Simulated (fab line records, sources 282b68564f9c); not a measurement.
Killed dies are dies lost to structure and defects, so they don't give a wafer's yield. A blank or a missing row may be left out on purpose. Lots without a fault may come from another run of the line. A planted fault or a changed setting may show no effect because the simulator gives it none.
fab line records | flow rit_cmos
record lots=5 wafers=15 last_day=6
route steps=202 shown PSD@150 SDANNEAL@153 NSD@158 PLDD@159 NLDD@160 SILICIDE@161 CONTACT@168 M1@184
lots that met no fault: from a run of the same line without faults
start_h: hours from the record's first day to the start of the lot's first wafer shown | wait_h: hours since the lot's step before | " the same as in the row above | L1.1+2: a row that stands for several wafers | - no value, or no start given | * or withheld: withheld | < > ~ a bound
route shown NAME@n: a module of which the file shows steps, and the number in the route of the first | usual: mean/standard deviation of fault-free wafers | same: alike in all rows | chamber/n: place in a boat | sites: the reading at each site | _std_site: their standard deviation | _edge_site: outer sites' mean less inner sites' | radius_mm: how far each site lies from the wafer's centre | mask NAME#n: copy n | behind: the tool/chamber that last shaped the wafer | hold: why the lot was held/for how many hours/how that ended | device: the transistor (n, p or np) that didn't switch | end of line: the same wafers' tests at the end of the route | a step without rows: its recipe alone | killed: dies lost to structure and defects at the first sort, not the wafer's yield | map: a wafer's dies, x killed, . not, _ none there
set.NAME: the setting as run; set.NAME@STEP: as run at that earlier step | model.NAME: the simulator's own value behind a step, which no gauge read
lots at some steps of the route; a table a step, a row a wafer
services: from which hour (start_h, from the record's first day; less than 0 if before it) a tool's chamber was out of use, for how many hours, and why
## steps
# step RIT_PSD_IMPLANT_08
# recipe species=BF2 energy_kev=27 dose_cm2=5e+15 tilt_deg=7
# step RIT_PSD_STRIP_09
# recipe chemistry=O2 time_s=180 resist=NOVOLAK platen_temp_c=withheld power_w=500 pressure_mtorr=4000 o2_flow_sccm=4000
# step RIT_PSD_TW_MEAS_10
# usual PSD_TW=3409/33
# columns lot.wafer tool chamber start_h wait_h PSD_TW
L848.1 film_metro-03 - 52.95 0.1 3401
L848.4 " - " " 3365
L848.6 " - " " 3387
L852.2 film_metro-03 - 73.67 0.1 3400
L852.3 " - " " 3377
L852.5 " - " " 3415
L856.1 film_metro-02 - 96.12 0.1 3458
L856.3 " - " " 3472
L856.4 " - " " 3457
L863.3 film_metro-02 - 140.37 0.1 3490
L863.4 " - " " 3473
L863.5 " - " " 3483
L864.1 film_metro-03 - 140.83 0.1 3420
L864.3 " - " " 3427
L864.4 " - " " 3425
# step RIT_SDANNEAL_CLEAN_00
# recipe chemistry=SC1 mix=3:3:50 time_s=600 temp_c=75
# step RIT_SDANNEAL_CLEAN_01
# recipe chemistry=dHF dilution=50:1 time_s=30
# step RIT_SDANNEAL_CLEAN_02
# recipe chemistry=SC2 mix=3:3:50 time_s=600 temp_c=75 dry=n2_spin
# step RIT_SDANNEAL_RTA_03
# recipe temp_c=1050 time_s=5 idle_temp_c=600 ramp_up_c_per_s=342 ramp_down_c_per_s=171 cool_to_c=600 ambient=N2
# usual anneal_temp_c_max=1054.3/0.97 wafer_temp_C_max=1053.5/1.2
# columns lot.wafer tool chamber start_h wait_h anneal_temp_c_max wafer_temp_C_max
L848.1 rtp_anneal-02 0 53.38 0.0 1054.5 1053.0
L848.4 " 0 " " 1055.7 1055.9
L848.6 " 0 " " 1054.8 1052.9
L852.2 rtp_anneal-02 0 74.11 0.0 1053.8 1053.9
L852.3 " 0 " " 1055.1 1053.9
L852.5 " 0 " " 1054.6 1053.7
L856.1 rtp_anneal-02 0 96.58 0.0 1054.7 1053.1
L856.3 " 0 " " 1054.4 1052.7
L856.4 " 0 " " 1054.7 1053.9
L863.3 rtp_anneal-01 0 140.79 0.0 1053.6 1052.3
L863.4 " 0 " " 1053.5 1056.5
L863.5 " 0 " " 1054.0 1051.3
L864.1 rtp_anneal-02 0 141.26 0.0 1053.9 1053.7
L864.3 " 0 " " 1054.7 1053.7
L864.4 " 0 " " 1053.6 1053.0
# step RIT_SDANNEAL_RS_MEAS_04
# recipe thk_meas_gauge=four-point-probe
# usual PSD_RS=115.7/0.33
# columns lot.wafer tool chamber start_h wait_h PSD_RS[ohm/sq]
L848.1 film_metro-01 - 53.44 0.0 115.3
L848.4 " - " " 115.6
L848.6 " - " " 115.4
L852.2 film_metro-01 - 74.18 0.1 116.0
L852.3 " - " " 115.9
L852.5 " - " " 115.8
L856.1 film_metro-01 - 96.64 0.0 115.9
L856.3 " - " " 115.7
L856.4 " - " " 115.5
L863.3 film_metro-01 - 140.87 0.1 115.6
L863.4 " - " " 115.7
L863.5 " - " " 115.5
L864.1 film_metro-02 - 141.32 0.0 115.9
L864.3 " - " " 116.2
L864.4 " - " " 115.9
# step RIT_SDANNEAL_RS_MEAS_05
# recipe thk_meas_gauge=four-point-probe
# usual NSD_RS=84.39/0.24
# columns lot.wafer tool chamber start_h wait_h NSD_RS[ohm/sq]
L848.1 film_metro-01 - 53.56 0.1 84.67
L848.4 " - " " 84.73
L848.6 " - " " 84.54
L852.2 film_metro-01 - 74.30 0.1 84.44
L852.3 " - " " 84.59
L852.5 " - " " 84.36
L856.1 film_metro-01 - 96.76 0.1 84.37
L856.3 " - " " 84.25
L856.4 " - " " 84.16
L863.3 film_metro-01 - 140.99 0.1 84.62
L863.4 " - " " 84.74
L863.5 " - " " 84.40
L864.1 film_metro-02 - 141.44 0.1 84.68
L864.3 " - " " 84.46
L864.4 " - " " 84.44
# step RIT_SDANNEAL_RS_MEAS_06
# recipe thk_meas_gauge=four-point-probe
# usual PLDD_RS=178.4/0.43
# columns lot.wafer tool chamber start_h wait_h PLDD_RS[ohm/sq]
L848.1 film_metro-01 - 53.68 0.1 178.8
L848.4 " - " " 178.7
L848.6 " - " " 178.2
L852.2 film_metro-01 - 74.42 0.1 178.8
L852.3 " - " " 178.4
L852.5 " - " " 178.5
L856.1 film_metro-01 - 96.88 0.1 177.8
L856.3 " - " " 178.2
L856.4 " - " " 178.4
L863.3 film_metro-01 - 141.11 0.1 178.6
L863.4 " - " " 178.5
L863.5 " - " " 178.2
L864.1 film_metro-02 - 141.56 0.1 178.5
L864.3 " - " " 179.2
L864.4 " - " " 178.8
# step RIT_SDANNEAL_RS_MEAS_07
# recipe thk_meas_gauge=four-point-probe
# usual NLDD_RS=151.5/0.47
# columns lot.wafer tool chamber start_h wait_h NLDD_RS[ohm/sq]
L848.1 film_metro-01 - 53.80 0.1 150.5
L848.4 " - " " 150.6
L848.6 " - " " 150.4
L852.2 film_metro-01 - 74.54 0.1 151.8
L852.3 " - " " 151.5
L852.5 " - " " 152.1
L856.1 film_metro-01 - 97.00 0.1 151.9
L856.3 " - " " 151.4
L856.4 " - " " 151.9
L863.3 film_metro-01 - 141.23 0.1 151.8
L863.4 " - " " 151.8
L863.5 " - " " 151.7
L864.1 film_metro-02 - 141.68 0.1 150.9
L864.3 " - " " 151.2
L864.4 " - " " 151.5
# step RIT_SILICIDE_WET_ETCH_00
# recipe chemistry=BOE target=SiO2 target_depth_nm=14 time_s=15 dry=n2_spin dilution=10:1 temp_c=21.5
# step RIT_SILICIDE_SPUTTER_01
# recipe material=Ti target_thk_nm=30 power_w=350 chamber_pressure_pa=0.667 gas=Ar time_s=240 substrate_temp_c=25
# usual substrate_temp_c=24.99/0.11 throttle_valve_pct=30.0/1
# columns lot.wafer tool chamber start_h wait_h substrate_temp_c throttle_valve_pct
L848.1 pvd_sputter-01 - 53.93 0.0 25.03 30.9
L848.4 " - " " 25.03 31.3
L848.6 " - " " 25.11 29.8
L852.2 pvd_sputter-04 - 74.65 0.0 24.94 29.0
L852.3 " - " " 24.81 29.4
L852.5 " - " " 24.85 31.7
L856.1 pvd_sputter-04 - 97.13 0.0 25.02 30.0
L856.3 " - " " 24.87 28.7
L856.4 " - " " 25.02 29.3
L863.3 pvd_sputter-01 - 141.32 0.0 24.97 31.1
L863.4 " - " " 25.10 31.3
L863.5 " - " " 25.00 31.1
L864.1 pvd_sputter-03 - 141.81 0.0 24.98 28.4
L864.3 " - " " 24.88 31.0
L864.4 " - " " 25.11 30.6
# step RIT_SILICIDE_RS_MEAS_02
# recipe thk_meas_gauge=four-point-probe reads=Ti_of_SILICIDE_SPUTTER_01
# usual SILICIDE_TI_RS=47.6/0.63
# columns lot.wafer tool chamber start_h wait_h SILICIDE_TI_RS[ohm/sq]
L848.1 film_metro-04 - 54.08 0.1 48.1
L848.4 " - " " 48.5
L848.6 " - " " 48.5
L852.2 film_metro-03 - 74.86 0.1 47.0
L852.3 " - " " 47.0
L852.5 " - " " 47.2
L856.1 film_metro-04 - 97.28 0.1 46.8
L856.3 " - " " 46.5
L856.4 " - " " 46.7
L863.3 film_metro-03 - 141.51 0.1 48.3
L863.4 " - " " 48.2
L863.5 " - " " 48.2
L864.1 film_metro-03 - 141.96 0.1 47.8
L864.3 " - " " 47.4
L864.4 " - " " 47.4
# step RIT_SILICIDE_THK_MEAS_03
# recipe thk_meas_gauge=xrf reads=Ti_of_SILICIDE_SPUTTER_01
# usual SILICIDE_TI_THK=30.2/0.36
# columns lot.wafer tool chamber start_h wait_h SILICIDE_TI_THK[nm]
L848.1 film_metro-04 - 54.20 0.1 30.2
L848.4 " - " " 29.9
L848.6 " - " " 30.0
L852.2 film_metro-03 - 74.97 0.1 30.3
L852.3 " - " " 30.4
L852.5 " - " " 30.2
L856.1 film_metro-04 - 97.40 0.1 30.9
L856.3 " - " " 31.0
L856.4 " - " " 30.8
L863.3 film_metro-03 - 141.61 0.1 29.5
L863.4 " - " " 29.7
L863.5 " - " " 29.5
L864.1 film_metro-03 - 142.08 0.1 29.7
L864.3 " - " " 30.0
L864.4 " - " " 30.1
# step RIT_SILICIDE_RTA_04
# recipe temp_c=650 time_s=10 idle_temp_c=25 ramp_up_s=5 ramp_down_s=5 cool_to_c=25 ambient=N2
# step RIT_SILICIDE_WET_ETCH_05
# recipe chemistry=SPM target=Ti temp_c=90 time_s=120 dry=n2_spin
# step RIT_SILICIDE_RTA_06
# recipe temp_c=750 time_s=10 idle_temp_c=25 ramp_up_s=5 ramp_down_s=10 cool_to_c=25 ambient=N2
# usual anneal_temp_c_max=753.0/0.72 wafer_temp_C_max=755.3/1.1
# columns lot.wafer tool chamber start_h wait_h anneal_temp_c_max wafer_temp_C_max
L848.1 rtp_anneal-02 0 54.37 0.0 754.0 756.3
L848.4 " 0 " " 753.3 755.0
L848.6 " 0 " " 753.2 758.6
L852.2 rtp_anneal-02 0 75.14 0.0 754.0 756.0
L852.3 " 0 " " 752.9 755.9
L852.5 " 0 " " 752.4 754.5
L856.1 rtp_anneal-02 0 97.57 0.0 753.9 755.0
L856.3 " 0 " " 753.6 754.3
L856.4 " 0 " " 753.8 754.3
L863.3 rtp_anneal-02 0 141.79 0.0 753.7 756.7
L863.4 " 0 " " 752.4 755.1
L863.5 " 0 " " 752.0 756.1
L864.1 rtp_anneal-02 0 142.25 0.0 753.6 755.3
L864.3 " 0 " " 753.2 754.5
L864.4 " 0 " " 752.8 755.0
# step RIT_CONTACT_CVD_00
# recipe material=SiO2 target_thk_nm=400 precursor=TEOS temp_c=390 time_s=61 rf_w=400
# usual heater_power_w=314/47
# columns lot.wafer tool chamber start_h wait_h heater_power_w
L848.1 pecvd-01 0 54.44 0.1 312
L848.4 " 2 " " 265
L848.6 " 0 " " 332
L852.2 pecvd-04 1 75.20 0.0 299
L852.3 " 2 " " 231
L852.5 " 1 " " 313
L856.1 pecvd-02 2 97.64 0.1 315
L856.3 " 0 " " 373
L856.4 " 1 " " 282
L863.3 pecvd-01 1 141.83 0.0 386
L863.4 " 1 " " 393
L863.5 " 2 " " 288
L864.1 pecvd-04 1 142.32 0.1 309
L864.3 " 2 " " 257
L864.4 " 1 " " 315
# step RIT_CONTACT_THK_MEAS_01
# recipe reads=SiO2_of_CONTACT_CVD_00
# usual CONTACT_TEOS_THK=399/5
# columns lot.wafer tool chamber start_h wait_h CONTACT_TEOS_THK[nm]
L848.1 film_metro-01 - 54.49 0.0 391
L848.4 " - " " 399
L848.6 " - " " 397
L852.2 film_metro-04 - 75.26 0.0 392
L852.3 " - " " 402
L852.5 " - " " 404
L856.1 film_metro-01 - 97.69 0.0 397
L856.3 " - " " 394
L856.4 " - " " 407
L863.3 film_metro-01 - 141.90 0.0 394
L863.4 " - " " 404
L863.5 " - " " 401
L864.1 film_metro-03 - 142.37 0.0 399
L864.3 " - " " 397
L864.4 " - " " 404
# step RIT_CONTACT_HMDS_02
# recipe prime_time_s=60 prime_temp_c=140
# step RIT_CONTACT_COAT_03
# recipe resist=NOVOLAK spin_rpm=3250 resist_thk_nm=1000
# step RIT_CONTACT_SOFTBAKE_04
# recipe resist=NOVOLAK temp_c=90 time_s=60
# step RIT_CONTACT_EXPOSE_05
# recipe mask_id=M11 na=0.6 source_shape=conventional sigma_outer=0.5 target_cd_nm=1000 dose_mj=250
# step RIT_CONTACT_PEB_06
# recipe resist=NOVOLAK temp_c=withheld time_s=withheld
# step RIT_CONTACT_DEVELOP_07
# recipe resist=NOVOLAK develop_time_s=120 dev_temp_c=23
# step RIT_CONTACT_CD_MEAS_08
# recipe target_cd_nm=1000
# usual cd_nm=1000.5/2.3
# columns lot.wafer tool chamber start_h wait_h cd_nm
L848.1 cd_sem-01 - 55.64 - 1001.2
L848.4 " - " " 999.3
L848.6 " - " " 1000.2
L852.2 cd_sem-01 - 76.30 - 996.7
L852.3 " - " " 997.4
L852.5 " - " " 997.1
L856.1 cd_sem-02 - 98.72 - 1003.5
L856.3 " - " " 1003.0
L856.4 " - " " 1004.1
L863.3 cd_sem-01 - 142.95 - 1000.2
L863.4 " - " " 1000.6
L863.5 " - " " 1001.0
L864.1 cd_sem-02 - 143.52 - 1002.0
L864.3 " - " " 1002.7
L864.4 " - " " 1000.1
# step RIT_CONTACT_OVL_MEAS_09
# usual CONTACT_OVL=-0.8/1.7
# columns lot.wafer tool chamber start_h wait_h CONTACT_OVL[nm]
L848.1 overlay-02 - 55.76 0.1 -1.3
L848.4 " - " " -1.2
L848.6 " - " " -2.0
L852.2 overlay-02 - 76.40 0.1 0.6
L852.3 " - " " 0.9
L852.5 " - " " 0.7
L856.1 overlay-02 - 98.84 0.1 0.5
L856.3 " - " " -0.3
L856.4 " - " " -0.8
L863.3 overlay-01 - 143.04 0.1 -2.1
L863.4 " - " " -1.9
L863.5 " - " " -2.6
L864.1 overlay-01 - 143.64 0.1 -0.4
L864.3 " - " " 1.3
L864.4 " - " " 0.0
# step RIT_CONTACT_HARDBAKE_10
# recipe resist=NOVOLAK temp_c=140 time_s=60
# step RIT_CONTACT_ETCH_11
# recipe target_depth_a=4800 over_etch_frac=0.2 stop_on=TiSi2 chemistry=CHF3/CF4/Ar target=SiO2 CHF3_flow_sccm=50 cf4_flow_sccm=10 Ar_flow_sccm=100 O2_flow_sccm=5 pressure_mtorr=100 rf_w=200 time_s=320
# step RIT_CONTACT_STRIP_12
# recipe chemistry=O2 time_s=180 resist=NOVOLAK platen_temp_c=withheld power_w=500 pressure_mtorr=4000 o2_flow_sccm=4000
# usual drypump_motor_current_A=5.7/0.65
# columns lot.wafer tool chamber start_h wait_h drypump_motor_current_A rf_hours_counter_h
L848.1 plasma_asher-04 0 56.14 0.1 5.0 43
L848.4 " 1 " " 6.5 -
L848.6 " 0 " " 5.0 -
L852.2 plasma_asher-04 1 76.78 0.1 6.6 44
L852.3 " 0 " " 5.0 -
L852.5 " 1 " " 6.6 -
L856.1 plasma_asher-04 0 99.22 0.1 5.0 47
L856.3 " 1 " " 6.5 -
L856.4 " 0 " " 4.9 -
L863.3 plasma_asher-03 0 143.47 0.2 6.3 -
L863.4 " 1 " " 5.0 -
L863.5 " 1 " " 5.1 -
L864.1 plasma_asher-04 1 144.02 0.1 6.6 51
L864.3 " 0 " " 5.0 -
L864.4 " 1 " " 6.5 -
# step RIT_CONTACT_CD_MEAS_90
# recipe target_cd_nm=1000
# usual cd_nm=1000.4/2.3
# columns lot.wafer tool chamber start_h wait_h cd_nm
L848.1 cd_sem-01 - 56.32 0.1 1000.5
L848.4 " - " " 999.6
L848.6 " - " " 1000.4
L852.2 cd_sem-02 - 76.97 0.1 996.3
L852.3 " - " " 997.4
L852.5 " - " " 996.7
L856.1 cd_sem-01 - 99.39 0.1 1003.1
L856.3 " - " " 1003.6
L856.4 " - " " 1004.2
L863.3 cd_sem-01 - 143.62 0.1 1000.3
L863.4 " - " " 1000.9
L863.5 " - " " 1001.1
L864.1 cd_sem-02 - 144.19 0.1 1001.8
L864.3 " - " " 1003.2
L864.4 " - " " 1000.3
# step RIT_CONTACT_CLEAN_13
# recipe chemistry=SC1 mix=3:3:50 time_s=600 temp_c=75
# step RIT_CONTACT_CLEAN_14
# recipe chemistry=SC2 mix=3:3:50 time_s=600 temp_c=75 dry=n2_spin
# step RIT_M1_SPUTTER_00
# recipe material=Al target_thk_nm=400 power_w=2000 chamber_pressure_pa=0.4 gas=Ar time_s=500 substrate_temp_c=25
# usual substrate_temp_c=24.99/0.11 throttle_valve_pct=30.2/0.97
# columns lot.wafer tool chamber start_h wait_h substrate_temp_c throttle_valve_pct
L848.1 pvd_sputter-02 - 56.80 0.0 24.71 31.2
L848.4 " - " " 25.18 29.0
L848.6 " - " " 24.97 31.2
L852.2 pvd_sputter-01 - 77.44 0.0 24.92 30.8
L852.3 " - " " 24.97 29.8
L852.5 " - " " 25.07 31.1
L856.1 pvd_sputter-03 - 99.88 0.0 25.01 28.3
L856.3 " - " " 24.98 31.0
L856.4 " - " " 25.00 30.7
L863.3 pvd_sputter-02 - 144.05 0.0 24.89 29.3
L863.4 " - " " 24.92 31.4
L863.5 " - " " 24.91 30.7
L864.1 pvd_sputter-01 - 144.68 0.0 25.05 30.8
L864.3 " - " " 25.03 31.3
L864.4 " - " " 25.04 31.5
# step RIT_M1_RS_MEAS_01
# recipe thk_meas_gauge=four-point-probe reads=Al_of_M1_SPUTTER_00
# usual M1_AL_RS=0.0736/0.0007
# columns lot.wafer tool chamber start_h wait_h M1_AL_RS[ohm/sq]
L848.1 film_metro-01 - 57.10 0.1 0.0731
L848.4 " - " " 0.0734
L848.6 " - " " 0.0728
L852.2 film_metro-02 - 77.75 0.2 0.0738
L852.3 " - " " 0.0726
L852.5 " - " " 0.0732
L856.1 film_metro-03 - 100.17 0.1 0.0732
L856.3 " - " " 0.0729
L856.4 " - " " 0.0735
L863.3 film_metro-03 - 144.39 0.2 0.0737
L863.4 " - " " 0.0732
L863.5 " - " " 0.0736
L864.1 film_metro-02 - 144.98 0.1 0.0729
L864.3 " - " " 0.0722
L864.4 " - " " 0.0727
# step RIT_M1_THK_MEAS_02
# recipe thk_meas_gauge=xrf reads=Al_of_M1_SPUTTER_00
# usual M1_AL_THK=397/3.9
# columns lot.wafer tool chamber start_h wait_h M1_AL_THK[nm]
L848.1 film_metro-01 - 57.22 0.1 402
L848.4 " - " " 398
L848.6 " - " " 402
L852.2 film_metro-02 - 77.86 0.1 397
L852.3 " - " " 403
L852.5 " - " " 402
L856.1 film_metro-03 - 100.29 0.1 396
L856.3 " - " " 397
L856.4 " - " " 392
L863.3 film_metro-03 - 144.49 0.1 396
L863.4 " - " " 396
L863.5 " - " " 399
L864.1 film_metro-02 - 145.10 0.1 403
L864.3 " - " " 403
L864.4 " - " " 405
# step RIT_M1_HMDS_03
# recipe prime_time_s=60 prime_temp_c=140
# step RIT_M1_COAT_04
# recipe resist=NOVOLAK spin_rpm=2000 resist_thk_nm=1300
# step RIT_M1_SOFTBAKE_05
# recipe resist=NOVOLAK temp_c=90 time_s=60
# step RIT_M1_EXPOSE_06
# recipe mask_id=M12 na=0.6 source_shape=conventional sigma_outer=0.5 target_cd_nm=2600 dose_mj=250
# step RIT_M1_PEB_07
# recipe resist=NOVOLAK temp_c=withheld time_s=withheld
# step RIT_M1_PROBE_99
# usual killed_at_contacts=0.1/0.24 killed_at_front_end=6.6/2.7 killed_dies=6.6/2.7 killed_open=3.3/1.8 killed_short=3.4/1.9
# same gross_dies=264 killed_at_M0_to_M3=0 killed_at_M4_up=0 killed_at_back_side=0 killed_at_other=0
# columns lot.wafer tool chamber start_h wait_h killed_at_contacts killed_at_front_end killed_dies killed_open killed_short
L848.1 prober-02 - 61.68 0.1 0 1 1 0 1
L848.4 prober-02 - 61.83 0.2 0 10 10 8 2
L848.6 prober-02 - 61.93 0.2 0 13 13 7 6
L852.2 prober-02 - 82.86 0.1 0 5 5 3 2
L852.3 prober-02 - 82.91 0.2 0 8 8 2 6
L852.5 prober-02 - 83.01 0.2 0 10 10 4 6
L856.4 prober-02 - 106.18 0.2 0 17 17 3 6
# killed by level:class
L848.1 SILICIDE:geometric_particle:short=1
L848.4 FOX1:geometric_particle:open=3 FOX2:geometric_particle:open=2 SPACER:geometric_particle:open=2 FOX2:geometric_particle:short=1 GATE:geometric_particle:short=1 GATE:geometric_particle:open=1
L848.6 FOX1:geometric_particle:open=3 SPACER:geometric_particle:short=3 FOX2:geometric_particle:short=2 FOX2:geometric_particle:open=2 GATE:geometric_particle:open=1 REOX:geometric_particle:open=1 REOX:geometric_particle:short=1
L852.2 REOX:geometric_particle:open=2 SILICIDE:geometric_particle:short=2 GATE:geometric_particle:open=1
L852.3 GATE:geometric_particle:short=4 GATE:geometric_particle:open=2 FOX1:geometric_particle:short=1 FOX2:geometric_particle:short=1
L852.5 GATE:geometric_particle:short=2 REOX:geometric_particle:short=2 REOX:geometric_particle:open=2 FOX1:geometric_particle:short=1 FOX1:geometric_particle:open=1 FOX2:geometric_particle:short=1 SPACER:geometric_particle:open=1
L856.4 SILICIDE:unspecified=8 GATE:geometric_particle:short=3 SILICIDE:geometric_particle:open=2 SILICIDE:geometric_particle:short=2 ACTIVE:geometric_particle:short=1 FOX1:geometric_particle:open=1
# map L856.4 (x killed, . not)
________......._______
_____............x____
____...............___
___.................__
__........x.......x.._
__..................._
_.....................
_..................xx.
_.............x..x.x..
_x............x....x.x
__........xx....x...._
__x.................._
___.................__
____...............___
_____.........x...____
________......._______
# map L852.5 (x killed, . not)
________......._______
_____.............____
____x.x............___
___....x............__
__..................._
__..................._
_.....................
_.....................
_.....................
_.....................
__..................._
__......x............_
___...x.......x...xx__
____...............___
_____.....x.....x.____
________......._______
## services
# columns tool chamber start_h hours kind
pvd_sputter-03 - 29.76 0.6 repair
pecvd-02 2 32.84 10.4 repair
plasma_asher-04 - 39.45 0.6 repair
pvd_sputter-01 - 41.94 0.6 repair
pvd_sputter-04 - 57.42 1.2 repair
pvd_sputter-01 - 57.82 8.3 repair
pvd_sputter-01 - 96.90 34.4 repair
pvd_sputter-03 - 100.29 3.2 repair
pvd_sputter-04 - 102.50 2.4 repair
rtp_anneal-01 - 104.43 1.3 pm
plasma_asher-03 - 111.94 2.0 repair
pvd_sputter-03 - 116.03 5.1 repair
pecvd-04 - 126.54 2.8 pm
pvd_sputter-04 - 137.43 4.4 repair
plasma_asher-03 - 139.40 2.8 pm
## key
first_sign step=RIT_M1_PROBE_99 reading=killed_at_front_end direction=up sigmas=3.9 usual=6.6 struck=17
effect step=RIT_M1_PROBE_99 reading=killed_dies direction=up sigmas=3.9 usual=6.6 struck=17
met_at RIT_SILICIDE_SPUTTER_01
struck_wafers L856.4
tester_left_out L856
onset_between 74.65 97.13
fault kind=chamber_particle_source tool=pvd_sputter-04 chamber=- onset_h=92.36 steps=RIT_SILICIDE_SPUTTER_01 rate_per_visit_cm2=0.05944 end_h=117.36 scope=struck_wafers_only
# tester_left_out: of these lots the tester's yield and bins aren't shown, on N5 and GAA mostly nor the transistor test; their killed dies are dies lost to structure and defects alone, not to doping, threshold or leakage, so they don't give the yield
